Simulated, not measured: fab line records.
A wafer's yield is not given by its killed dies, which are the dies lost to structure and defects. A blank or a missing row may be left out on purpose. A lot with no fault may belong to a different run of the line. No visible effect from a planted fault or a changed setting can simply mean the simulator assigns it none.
Problem report, 8D (eight disciplines) form, completed by code ; flow berkeley-cmos170 ; the parts of the form that need people (team, actions taken, sign-off) are left out

== 1. THE ISSUE ==
Mean of cd-nm at UCB170_ACTIVE_CD_MEAS_13: 1190.1 nm across 12 wafers in 4 lots; on wafers with no fault it is 1200.2 nm (standard deviation 1.1). Measured from the usual mean, that is -9.2 standard deviations.
The step: target cd 1200 nm.
First seen on wafer L847.2, day 8 00:59, on cd-sem-01. Wafers with a number at this step in the record: 48, from 16 lots. Rule for "out", or "out of limits": more than 4 standard deviations from the usual mean. The rest of the wafers with a number are treated as sound.

== 2. WHAT IT IS, AND WHAT IT ISN'T ==
question;is;is not
which readings at this step;cd-nm;-
which lots;L846, L847, L848, L849;L828, L829, L831, L834, L835, L836, L838, L840, L841, L843, L844, L851
which wafers of those lots;all that have a number;-
read on which gauges;cd-sem-01;cd-sem-02
when;from day 8 00:59;"up to then (33 sound wafers); but 3 sound wafers of L851 came after"

== 3. THE SUSPECTS, EACH WITH WHAT RULES IT OUT ==
Counting: a tool at a process step up to the reading stays a suspect if it ran every lot that is out and no sound lot after the first of them.
- the gauge at UCB170_ACTIVE_CD_MEAS_13: ruled out. All the wafers that are out were read on cd-sem-01, but those of them that UCB170_ACTIVE_EXPOSE_10 has rows for are out there too, on other tools.
- krf-scanner-02 at UCB170_ACTIVE_EXPOSE_10 (exposes mask ACTIVE, target cd 1200 nm): kept. All lots that are out passed through it, beginning with L847 at day 8 00:14, and no sound lot followed; its final sound lot before that point was L843 at day 7 04:40. On those wafers its own readings are out: exposure-dose-mJ-cm2.
Left after counting: krf-scanner-02 at UCB170_ACTIVE_EXPOSE_10.

== 4. THE CAUSE (what the simulator had put in) ==
Process parameter drift: krf-scanner-02, from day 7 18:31 on, at UCB170_ACTIVE_EXPOSE_10. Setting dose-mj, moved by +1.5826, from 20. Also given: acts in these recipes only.
Only this tool survived the counting.

== 5. THE EFFECT CHAIN, in route order ==
Each row: a reading where the mean over the struck wafers with a number is more than 3 standard deviations away from the usual. Only readings whose record carries a usual standard deviation are examined. hours: median over the lots of the time between each lot's start at the first step of this table that gives one and its start at this step. sigmas: the change, counted in usual standard deviations.
hours;step;reading;usual;on struck wafers;change;sigmas
0;UCB170_ACTIVE_EXPOSE_10;exposure-dose-mJ-cm2;19.990;21.235;+1.245;+59
1;UCB170_ACTIVE_CD_MEAS_13;cd-nm;1200.2 nm;1190.1;-10.1;-9.2
Its process steps:
- UCB170_ACTIVE_EXPOSE_10: exposes mask ACTIVE, target cd 1200 nm.

== 6. WHAT WOULD HAVE CAUGHT IT SOONER ==
6 hours passed between the start of the fault at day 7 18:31 and the first reading out of limits at a measuring or inspecting step in this record, taken at day 8 00:59.
At UCB170_ACTIVE_EXPOSE_10, the tool's own readings (exposure-dose-mJ-cm2) were out on each struck wafer the step has a row for, so an alarm limit on them would have fired on the first such wafer.
Among the 4 lots that are out, L848, L849 began UCB170_ACTIVE_EXPOSE_10 on krf-scanner-02 after day 8 00:59. A hold on the tool at that time would have spared those 2.
